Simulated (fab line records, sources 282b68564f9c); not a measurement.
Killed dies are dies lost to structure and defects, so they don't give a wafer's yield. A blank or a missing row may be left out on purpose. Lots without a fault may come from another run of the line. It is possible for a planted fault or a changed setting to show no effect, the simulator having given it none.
fab line records || flow rit_cmos || part 2 of 2: steps 39 to 52 of 52
record {"lots": 5, "wafers": 15, "last_day": 7}
route steps=202 shown PWELL@40 WELLDRIVE@50 NWELL@51 NRETRO@53 PRETRO@64 GATE@75 FOX2@80
lots untouched by any fault: they come from a run of this same line in which no faults occurred
start_h: the number of hours between the record's first day and the start of the first shown wafer of the lot || wait_h: hours since the lot's step before || " same as the row above || L1.1+2: a single row standing in for several wafers || - value missing, or start not given || * or withheld: withheld || < > ~ a bound
route shown NAME@n: a module of which the file shows steps, and the number in the route of the first || usual: mean/standard deviation of fault-free wafers || same: alike in all rows || chamber/n: place in a boat || sites: the reading at each site || _std_site: how widely they spread, as a standard deviation || _edge_site: the outer-site mean with the inner-site mean subtracted || radius_mm: for every site, how far away it sits from the centre of the wafer || mask NAME#n: copy n || behind: tool/chamber where the wafer was last shaped || hold: cause of the lot's hold/its duration in hours/its outcome || device: transistor that didn't switch, given as n, p or np || end of line: at the end of the route, the tests of the same wafers || a step given without rows: its recipe and nothing more || killed: not the wafer's yield, but the dies lost to structure and defects at the first sort || map: per-die view of a wafer (x killed, . not killed, _ where there is no die)
set.NAME: the setting that was run; set.NAME@STEP: the one run at that earlier step || model.NAME: the simulator's own value behind a step, which no gauge read
a table for each step, a row for each wafer; lots at some steps of the route
services: when a tool's chamber went out of use (start_h, in hours from the record's first day, below 0 if earlier), for how many hours, and the reason
## steps
# step RIT_GATE_CLEAN_03
# recipe {"chemistry": "SC2", "mix": "3:3:50", "time_s": 600, "temp_c": 75, "dry": "n2_spin"}
# usual {"bath_guard_temp_C": "74.9/0.52"}
{"lot.wafer": "L075.1", "tool": "wet_bench-03", "chamber": 3, "start_h": 43.34, "wait_h": 0.0, "bath_guard_temp_C": 75.2}
{"lot.wafer": "L075.3", "tool": "wet_bench-03", "chamber": 3, "start_h": 43.34, "wait_h": 0.0, "bath_guard_temp_C": 75.3}
{"lot.wafer": "L075.5", "tool": "wet_bench-03", "chamber": 3, "start_h": 43.34, "wait_h": 0.0, "bath_guard_temp_C": 75.6}
{"lot.wafer": "L077.1", "tool": "wet_bench-03", "chamber": 1, "start_h": 49.32, "wait_h": 0.0, "bath_guard_temp_C": 75.2}
{"lot.wafer": "L077.3", "tool": "wet_bench-03", "chamber": 1, "start_h": 49.32, "wait_h": 0.0, "bath_guard_temp_C": 75.1}
{"lot.wafer": "L077.4", "tool": "wet_bench-03", "chamber": 1, "start_h": 49.32, "wait_h": 0.0, "bath_guard_temp_C": 75.3}
{"lot.wafer": "L087.1", "tool": "wet_bench-04", "chamber": 2, "start_h": 98.93, "wait_h": 0.0, "bath_guard_temp_C": 74.7}
{"lot.wafer": "L087.2", "tool": "wet_bench-04", "chamber": 2, "start_h": 98.93, "wait_h": 0.0, "bath_guard_temp_C": 74.6}
{"lot.wafer": "L087.3", "tool": "wet_bench-04", "chamber": 2, "start_h": 98.93, "wait_h": 0.0, "bath_guard_temp_C": 74.3}
{"lot.wafer": "L089.4", "tool": "wet_bench-03", "chamber": 1, "start_h": 108.73, "wait_h": 0.0, "bath_guard_temp_C": 75.1}
{"lot.wafer": "L089.5", "tool": "wet_bench-03", "chamber": 1, "start_h": 108.73, "wait_h": 0.0, "bath_guard_temp_C": 74.9}
{"lot.wafer": "L089.6", "tool": "wet_bench-03", "chamber": 1, "start_h": 108.73, "wait_h": 0.0, "bath_guard_temp_C": 75.2}
{"lot.wafer": "L095.2", "tool": "wet_bench-03", "chamber": 1, "start_h": 146.30, "wait_h": 0.0, "bath_guard_temp_C": 75.5}
{"lot.wafer": "L095.3", "tool": "wet_bench-03", "chamber": 1, "start_h": 146.30, "wait_h": 0.0, "bath_guard_temp_C": 75.2}
{"lot.wafer": "L095.4", "tool": "wet_bench-03", "chamber": 1, "start_h": 146.30, "wait_h": 0.0, "bath_guard_temp_C": 74.9}
# step RIT_GATE_CLEAN_04
# recipe {"chemistry": "dHF", "dilution": "50:1", "time_s": 60, "dry": "n2_spin"}
{"lot.wafer": "L075.1+3+5", "tool": "wet_bench-02", "chamber": 2, "start_h": 43.51, "wait_h": 0.0}
{"lot.wafer": "L077.1+3+4", "tool": "wet_bench-04", "chamber": 3, "start_h": 49.50, "wait_h": 0.0}
{"lot.wafer": "L087.1+2+3", "tool": "wet_bench-02", "chamber": 1, "start_h": 99.11, "wait_h": 0.0}
{"lot.wafer": "L089.4+5+6", "tool": "wet_bench-02", "chamber": 1, "start_h": 108.90, "wait_h": 0.0}
{"lot.wafer": "L095.2+3+4", "tool": "wet_bench-02", "chamber": 2, "start_h": 146.48, "wait_h": 0.0}
# step RIT_FOX2_THK_MEAS_91
# recipe {"reads": "SiO2_of_FOX2_OXIDATION_00"}
# usual {"FIELD_OXIDE_LEFT_2_THK": "257/7.5"}
{"lot.wafer": "L075.1", "tool": "film_metro-01", "chamber": "-", "start_h": 43.54, "wait_h": 0.0, "FIELD_OXIDE_LEFT_2_THK[nm]": 265}
{"lot.wafer": "L075.3", "tool": "film_metro-01", "chamber": "-", "start_h": 43.54, "wait_h": 0.0, "FIELD_OXIDE_LEFT_2_THK[nm]": 261}
{"lot.wafer": "L075.5", "tool": "film_metro-01", "chamber": "-", "start_h": 43.54, "wait_h": 0.0, "FIELD_OXIDE_LEFT_2_THK[nm]": 269}
{"lot.wafer": "L077.1", "tool": "film_metro-02", "chamber": "-", "start_h": 49.52, "wait_h": 0.0, "FIELD_OXIDE_LEFT_2_THK[nm]": 247}
{"lot.wafer": "L077.3", "tool": "film_metro-02", "chamber": "-", "start_h": 49.52, "wait_h": 0.0, "FIELD_OXIDE_LEFT_2_THK[nm]": 242}
{"lot.wafer": "L077.4", "tool": "film_metro-02", "chamber": "-", "start_h": 49.52, "wait_h": 0.0, "FIELD_OXIDE_LEFT_2_THK[nm]": 248}
{"lot.wafer": "L087.1", "tool": "film_metro-02", "chamber": "-", "start_h": 99.13, "wait_h": 0.0, "FIELD_OXIDE_LEFT_2_THK[nm]": 270}
{"lot.wafer": "L087.2", "tool": "film_metro-02", "chamber": "-", "start_h": 99.13, "wait_h": 0.0, "FIELD_OXIDE_LEFT_2_THK[nm]": 268}
{"lot.wafer": "L087.3", "tool": "film_metro-02", "chamber": "-", "start_h": 99.13, "wait_h": 0.0, "FIELD_OXIDE_LEFT_2_THK[nm]": 264}
{"lot.wafer": "L089.4", "tool": "film_metro-02", "chamber": "-", "start_h": 108.96, "wait_h": 0.0, "FIELD_OXIDE_LEFT_2_THK[nm]": 265}
{"lot.wafer": "L089.5", "tool": "film_metro-02", "chamber": "-", "start_h": 108.96, "wait_h": 0.0, "FIELD_OXIDE_LEFT_2_THK[nm]": 269}
{"lot.wafer": "L089.6", "tool": "film_metro-02", "chamber": "-", "start_h": 108.96, "wait_h": 0.0, "FIELD_OXIDE_LEFT_2_THK[nm]": 267}
{"lot.wafer": "L095.2", "tool": "film_metro-04", "chamber": "-", "start_h": 146.51, "wait_h": 0.0, "FIELD_OXIDE_LEFT_2_THK[nm]": 252}
{"lot.wafer": "L095.3", "tool": "film_metro-04", "chamber": "-", "start_h": 146.51, "wait_h": 0.0, "FIELD_OXIDE_LEFT_2_THK[nm]": 253}
{"lot.wafer": "L095.4", "tool": "film_metro-04", "chamber": "-", "start_h": 146.51, "wait_h": 0.0, "FIELD_OXIDE_LEFT_2_THK[nm]": 253}
# step RIT_GATE_OXIDATION_05
# recipe {"temp_c": 900, "ambient": "O2", "target_thk_a": 30, "ox_time_s": 270}
{"lot.wafer": "L075.1+3+5", "tool": "furnace-04", "chamber": 0, "start_h": 43.60, "wait_h": 0.1}
{"lot.wafer": "L077.1+3+4", "tool": "furnace-04", "chamber": 0, "start_h": 49.58, "wait_h": 0.1}
{"lot.wafer": "L087.1+2+3", "tool": "furnace-04", "chamber": 0, "start_h": 99.19, "wait_h": 0.1}
{"lot.wafer": "L089.4+5+6", "tool": "furnace-03", "chamber": 0, "start_h": 109.08, "wait_h": 0.1}
{"lot.wafer": "L095.2+3+4", "tool": "furnace-03", "chamber": 0, "start_h": 147.53, "wait_h": 1.0}
# step RIT_GATE_ANNEAL_06
# recipe {"temp_c": 900, "time_s": 600, "ambient": "N2O"}
{"lot.wafer": "L075.1+3+5", "tool": "furnace-01", "chamber": 0, "start_h": 45.21, "wait_h": 0.5}
{"lot.wafer": "L077.1+3+4", "tool": "furnace-03", "chamber": 0, "start_h": 51.12, "wait_h": 0.5}
{"lot.wafer": "L087.1+2+3", "tool": "furnace-01", "chamber": 0, "start_h": 102.48, "wait_h": 2.2}
{"lot.wafer": "L089.4+5+6", "tool": "furnace-01", "chamber": 0, "start_h": 112.92, "wait_h": 2.8}
{"lot.wafer": "L095.2+3+4", "tool": "furnace-01", "chamber": 0, "start_h": 150.77, "wait_h": 2.2}
# step RIT_GATE_THK_MEAS_07
# recipe {"reads": "SiO2_of_GATE_OXIDATION_05"}
# usual {"GATE_OXIDE_THK": "3.02/0.059"}
{"lot.wafer": "L075.1", "tool": "film_metro-04", "chamber": "-", "start_h": 45.46, "wait_h": 0.0, "GATE_OXIDE_THK[nm]": 3.00}
{"lot.wafer": "L075.3", "tool": "film_metro-04", "chamber": "-", "start_h": 45.46, "wait_h": 0.0, "GATE_OXIDE_THK[nm]": 3.00}
{"lot.wafer": "L075.5", "tool": "film_metro-04", "chamber": "-", "start_h": 45.46, "wait_h": 0.0, "GATE_OXIDE_THK[nm]": 3.02}
{"lot.wafer": "L077.1", "tool": "film_metro-01", "chamber": "-", "start_h": 51.37, "wait_h": 0.0, "GATE_OXIDE_THK[nm]": 2.88}
{"lot.wafer": "L077.3", "tool": "film_metro-01", "chamber": "-", "start_h": 51.37, "wait_h": 0.0, "GATE_OXIDE_THK[nm]": 2.90}
{"lot.wafer": "L077.4", "tool": "film_metro-01", "chamber": "-", "start_h": 51.37, "wait_h": 0.0, "GATE_OXIDE_THK[nm]": 2.90}
{"lot.wafer": "L087.1", "tool": "film_metro-04", "chamber": "-", "start_h": 102.73, "wait_h": 0.0, "GATE_OXIDE_THK[nm]": 2.96}
{"lot.wafer": "L087.2", "tool": "film_metro-04", "chamber": "-", "start_h": 102.73, "wait_h": 0.0, "GATE_OXIDE_THK[nm]": 3.08}
{"lot.wafer": "L087.3", "tool": "film_metro-04", "chamber": "-", "start_h": 102.73, "wait_h": 0.0, "GATE_OXIDE_THK[nm]": 2.99}
{"lot.wafer": "L089.4", "tool": "film_metro-04", "chamber": "-", "start_h": 113.20, "wait_h": 0.0, "GATE_OXIDE_THK[nm]": 2.98}
{"lot.wafer": "L089.5", "tool": "film_metro-04", "chamber": "-", "start_h": 113.20, "wait_h": 0.0, "GATE_OXIDE_THK[nm]": 3.01}
{"lot.wafer": "L089.6", "tool": "film_metro-04", "chamber": "-", "start_h": 113.20, "wait_h": 0.0, "GATE_OXIDE_THK[nm]": 2.95}
{"lot.wafer": "L095.2", "tool": "film_metro-04", "chamber": "-", "start_h": 151.03, "wait_h": 0.0, "GATE_OXIDE_THK[nm]": 3.04}
{"lot.wafer": "L095.3", "tool": "film_metro-04", "chamber": "-", "start_h": 151.03, "wait_h": 0.0, "GATE_OXIDE_THK[nm]": 3.03}
{"lot.wafer": "L095.4", "tool": "film_metro-04", "chamber": "-", "start_h": 151.03, "wait_h": 0.0, "GATE_OXIDE_THK[nm]": 3.01}
# step RIT_GATE_CVD_08
# recipe {"material": "poly-Si", "target_thk_nm": 250, "temp_c": 610, "precursor": "SiH4", "time_s": 2220, "pressure_mtorr": 300, "sih4_flow_sccm": 100}
{"lot.wafer": "L075.1+3+5", "tool": "lpcvd-02", "chamber": 0, "start_h": 45.52, "wait_h": 0.1}
{"lot.wafer": "L077.1+3+4", "tool": "lpcvd-01", "chamber": 0, "start_h": 51.43, "wait_h": 0.1}
{"lot.wafer": "L087.1+2+3", "tool": "lpcvd-02", "chamber": 0, "start_h": 102.79, "wait_h": 0.1}
{"lot.wafer": "L089.4+5+6", "tool": "lpcvd-01", "chamber": 1, "start_h": 113.23, "wait_h": 0.0}
{"lot.wafer": "L095.2+3+4", "tool": "lpcvd-02", "chamber": 0, "start_h": 151.08, "wait_h": 0.0}
# step RIT_GATE_THK_MEAS_09
# recipe {"reads": "poly-Si_of_GATE_CVD_08"}
# usual {"GATE_POLY_THK": "250.1/1.7"}
{"lot.wafer": "L075.1", "tool": "film_metro-01", "chamber": "-", "start_h": 47.14, "wait_h": 0.0, "GATE_POLY_THK[nm]": 250.2}
{"lot.wafer": "L075.3", "tool": "film_metro-01", "chamber": "-", "start_h": 47.14, "wait_h": 0.0, "GATE_POLY_THK[nm]": 247.5}
{"lot.wafer": "L075.5", "tool": "film_metro-01", "chamber": "-", "start_h": 47.14, "wait_h": 0.0, "GATE_POLY_THK[nm]": 247.5}
{"lot.wafer": "L077.1", "tool": "film_metro-01", "chamber": "-", "start_h": 53.05, "wait_h": 0.0, "GATE_POLY_THK[nm]": 248.0}
{"lot.wafer": "L077.3", "tool": "film_metro-01", "chamber": "-", "start_h": 53.05, "wait_h": 0.0, "GATE_POLY_THK[nm]": 247.9}
{"lot.wafer": "L077.4", "tool": "film_metro-01", "chamber": "-", "start_h": 53.05, "wait_h": 0.0, "GATE_POLY_THK[nm]": 249.3}
{"lot.wafer": "L087.1", "tool": "film_metro-02", "chamber": "-", "start_h": 104.41, "wait_h": 0.0, "GATE_POLY_THK[nm]": 252.9}
{"lot.wafer": "L087.2", "tool": "film_metro-02", "chamber": "-", "start_h": 104.41, "wait_h": 0.0, "GATE_POLY_THK[nm]": 253.2}
{"lot.wafer": "L087.3", "tool": "film_metro-02", "chamber": "-", "start_h": 104.41, "wait_h": 0.0, "GATE_POLY_THK[nm]": 254.8}
{"lot.wafer": "L089.4", "tool": "film_metro-02", "chamber": "-", "start_h": 114.88, "wait_h": 0.0, "GATE_POLY_THK[nm]": 251.0}
{"lot.wafer": "L089.5", "tool": "film_metro-02", "chamber": "-", "start_h": 114.88, "wait_h": 0.0, "GATE_POLY_THK[nm]": 250.5}
{"lot.wafer": "L089.6", "tool": "film_metro-02", "chamber": "-", "start_h": 114.88, "wait_h": 0.0, "GATE_POLY_THK[nm]": 251.5}
{"lot.wafer": "L095.2", "tool": "film_metro-04", "chamber": "-", "start_h": 152.71, "wait_h": 0.0, "GATE_POLY_THK[nm]": 249.3}
{"lot.wafer": "L095.3", "tool": "film_metro-04", "chamber": "-", "start_h": 152.71, "wait_h": 0.0, "GATE_POLY_THK[nm]": 249.2}
{"lot.wafer": "L095.4", "tool": "film_metro-04", "chamber": "-", "start_h": 152.71, "wait_h": 0.0, "GATE_POLY_THK[nm]": 249.7}
# step RIT_GATE_HMDS_10
# recipe {"prime_time_s": 60, "prime_temp_c": 140}
# usual {"prime_temp_c": "140.01/0.12"}
{"lot.wafer": "L075.1", "tool": "litho_track-03", "chamber": 0, "start_h": 47.20, "wait_h": 0.1, "prime_temp_c": 140.12}
{"lot.wafer": "L075.3", "tool": "litho_track-03", "chamber": 0, "start_h": 47.20, "wait_h": 0.1, "prime_temp_c": 139.92}
{"lot.wafer": "L075.5", "tool": "litho_track-03", "chamber": 0, "start_h": 47.20, "wait_h": 0.1, "prime_temp_c": 140.14}
{"lot.wafer": "L077.1", "tool": "litho_track-01", "chamber": 0, "start_h": 53.17, "wait_h": 0.1, "prime_temp_c": 140.00}
{"lot.wafer": "L077.3", "tool": "litho_track-01", "chamber": 0, "start_h": 53.17, "wait_h": 0.1, "prime_temp_c": 140.09}
{"lot.wafer": "L077.4", "tool": "litho_track-01", "chamber": 0, "start_h": 53.17, "wait_h": 0.1, "prime_temp_c": 139.99}
{"lot.wafer": "L087.1", "tool": "litho_track-02", "chamber": 0, "start_h": 104.47, "wait_h": 0.1, "prime_temp_c": 139.93}
{"lot.wafer": "L087.2", "tool": "litho_track-02", "chamber": 0, "start_h": 104.47, "wait_h": 0.1, "prime_temp_c": 140.02}
{"lot.wafer": "L087.3", "tool": "litho_track-02", "chamber": 0, "start_h": 104.47, "wait_h": 0.1, "prime_temp_c": 140.06}
{"lot.wafer": "L089.4", "tool": "litho_track-02", "chamber": 0, "start_h": 114.98, "wait_h": 0.1, "prime_temp_c": 139.94}
{"lot.wafer": "L089.5", "tool": "litho_track-02", "chamber": 0, "start_h": 114.98, "wait_h": 0.1, "prime_temp_c": 140.25}
{"lot.wafer": "L089.6", "tool": "litho_track-02", "chamber": 0, "start_h": 114.98, "wait_h": 0.1, "prime_temp_c": 139.97}
{"lot.wafer": "L095.2", "tool": "litho_track-02", "chamber": 0, "start_h": 152.78, "wait_h": 0.1, "prime_temp_c": 140.07}
{"lot.wafer": "L095.3", "tool": "litho_track-02", "chamber": 0, "start_h": 152.78, "wait_h": 0.1, "prime_temp_c": 139.97}
{"lot.wafer": "L095.4", "tool": "litho_track-02", "chamber": 0, "start_h": 152.78, "wait_h": 0.1, "prime_temp_c": 139.99}
# step RIT_GATE_COAT_11
# recipe {"resist": "NOVOLAK", "spin_rpm": 4250, "resist_thk_nm": 850}
{"lot.wafer": "L075.1+3+5", "tool": "litho_track-03", "chamber": 0, "start_h": 47.35, "wait_h": 0.1}
{"lot.wafer": "L077.1+3+4", "tool": "litho_track-01", "chamber": 0, "start_h": 53.32, "wait_h": 0.1}
{"lot.wafer": "L087.1+2+3", "tool": "litho_track-02", "chamber": 0, "start_h": 104.62, "wait_h": 0.1}
{"lot.wafer": "L089.4+5+6", "tool": "litho_track-02", "chamber": 0, "start_h": 115.13, "wait_h": 0.1}
{"lot.wafer": "L095.2+3+4", "tool": "litho_track-02", "chamber": 0, "start_h": 152.93, "wait_h": 0.1}
# step RIT_GATE_SOFTBAKE_12
# recipe {"resist": "NOVOLAK", "temp_c": 90, "time_s": 60}
{"lot.wafer": "L075.1+3+5", "tool": "litho_track-03", "chamber": 0, "start_h": 47.50, "wait_h": 0.1}
{"lot.wafer": "L077.1+3+4", "tool": "litho_track-01", "chamber": 0, "start_h": 53.47, "wait_h": 0.1}
{"lot.wafer": "L087.1+2+3", "tool": "litho_track-02", "chamber": 0, "start_h": 104.77, "wait_h": 0.1}
{"lot.wafer": "L089.4+5+6", "tool": "litho_track-02", "chamber": 0, "start_h": 115.28, "wait_h": 0.1}
{"lot.wafer": "L095.2+3+4", "tool": "litho_track-02", "chamber": 0, "start_h": 153.08, "wait_h": 0.1}
# step RIT_GATE_EXPOSE_13
# recipe {"mask_id": "M6", "na": 0.6, "source_shape": "conventional", "sigma_outer": 0.6, "target_cd_nm": 150, "dose_mj": 380}
# same {"na": 0.6}
{"lot.wafer": "L075.1+3+5", "tool": "iline_stepper-02", "chamber": 0, "start_h": 47.65, "wait_h": 0.1, "mask": "M6#0"}
{"lot.wafer": "L077.1+3+4", "tool": "iline_stepper-01", "chamber": 0, "start_h": 53.62, "wait_h": 0.1, "mask": "M6#0"}
{"lot.wafer": "L087.1+2+3", "tool": "iline_stepper-02", "chamber": 0, "start_h": 104.92, "wait_h": 0.1, "mask": "M6#0"}
{"lot.wafer": "L089.4+5+6", "tool": "iline_stepper-01", "chamber": 0, "start_h": 115.54, "wait_h": 0.2, "mask": "M6#0"}
{"lot.wafer": "L095.2+3+4", "tool": "iline_stepper-01", "chamber": 0, "start_h": 153.35, "wait_h": 0.2, "mask": "M6#0"}
# step RIT_GATE_PEB_14
# recipe {"resist": "NOVOLAK", "temp_c": "withheld", "time_s": "withheld"}
{"lot.wafer": "L075.1+3+5", "tool": "litho_track-02", "chamber": 0, "start_h": 47.77, "wait_h": 0.1}
{"lot.wafer": "L077.1+3+4", "tool": "litho_track-02", "chamber": 0, "start_h": 53.74, "wait_h": 0.1}
{"lot.wafer": "L087.1+2+3", "tool": "litho_track-03", "chamber": 0, "start_h": 105.03, "wait_h": 0.1}
{"lot.wafer": "L089.4+5+6", "tool": "litho_track-03", "chamber": 0, "start_h": 115.67, "wait_h": 0.1}
{"lot.wafer": "L095.2+3+4", "tool": "litho_track-02", "chamber": 0, "start_h": 153.51, "wait_h": 0.1}
# step RIT_GATE_DEVELOP_15
# recipe {"resist": "NOVOLAK", "develop_time_s": 50, "dev_temp_c": 23}
# same {"develop_time_s": 50}
{"lot.wafer": "L075.1+3+5", "tool": "litho_track-02", "chamber": 0, "start_h": "-", "wait_h": "-"}
{"lot.wafer": "L077.1+3+4", "tool": "litho_track-02", "chamber": 0, "start_h": "-", "wait_h": "-"}
{"lot.wafer": "L087.1+2+3", "tool": "litho_track-03", "chamber": 0, "start_h": "-", "wait_h": "-"}
{"lot.wafer": "L089.4+5+6", "tool": "litho_track-03", "chamber": 0, "start_h": "-", "wait_h": "-"}
{"lot.wafer": "L095.2+3+4", "tool": "litho_track-02", "chamber": 0, "start_h": "-", "wait_h": "-"}
## services
{"tool": "iline_stepper-02", "chamber": "-", "start_h": 12.31, "hours": 1.7, "kind": "pm"}
{"tool": "plasma_asher-04", "chamber": "-", "start_h": 12.91, "hours": 14.6, "kind": "pm"}
{"tool": "furnace-01", "chamber": "-", "start_h": 14.88, "hours": 3.8, "kind": "pm"}
{"tool": "lpcvd-02", "chamber": "-", "start_h": 15.10, "hours": 6.0, "kind": "pm"}
{"tool": "furnace-03", "chamber": "-", "start_h": 16.20, "hours": 3.5, "kind": "pm"}
{"tool": "furnace-03", "chamber": "-", "start_h": 19.74, "hours": 6.5, "kind": "pm"}
{"tool": "implanter-01", "chamber": "-", "start_h": 21.79, "hours": 2.8, "kind": "repair"}
{"tool": "iline_stepper-02", "chamber": "-", "start_h": 35.36, "hours": 7.5, "kind": "repair"}
{"tool": "lpcvd-02", "chamber": "-", "start_h": 36.00, "hours": 6.1, "kind": "pm"}
{"tool": "implanter-01", "chamber": "-", "start_h": 37.41, "hours": 1.2, "kind": "repair"}
{"tool": "implanter-01", "chamber": "-", "start_h": 42.59, "hours": 0.5, "kind": "repair"}
{"tool": "implanter-01", "chamber": "-", "start_h": 53.73, "hours": 1.6, "kind": "repair"}
{"tool": "lpcvd-02", "chamber": "-", "start_h": 54.66, "hours": 2.6, "kind": "repair"}
{"tool": "furnace-01", "chamber": "-", "start_h": 63.13, "hours": 2.2, "kind": "pm"}
{"tool": "plasma_asher-03", "chamber": "-", "start_h": 76.25, "hours": 2.9, "kind": "repair"}
{"tool": "iline_stepper-01", "chamber": "-", "start_h": 76.63, "hours": 1.7, "kind": "pm"}
{"tool": "plasma_asher-04", "chamber": "-", "start_h": 78.88, "hours": 2.8, "kind": "pm"}
{"tool": "implanter-01", "chamber": "-", "start_h": 82.24, "hours": 0.7, "kind": "repair"}
{"tool": "plasma_asher-03", "chamber": "-", "start_h": 108.75, "hours": 9.0, "kind": "pm"}
{"tool": "iline_stepper-02", "chamber": "-", "start_h": 110.73, "hours": 1.7, "kind": "repair"}
{"tool": "plasma_asher-03", "chamber": "-", "start_h": 116.03, "hours": 0.7, "kind": "repair"}
{"tool": "implanter-03", "chamber": "-", "start_h": 129.22, "hours": 0.7, "kind": "repair"}
{"tool": "furnace-03", "chamber": "-", "start_h": 133.39, "hours": 4.1, "kind": "pm"}
{"tool": "plasma_asher-01", "chamber": "-", "start_h": 136.21, "hours": 0.6, "kind": "repair"}
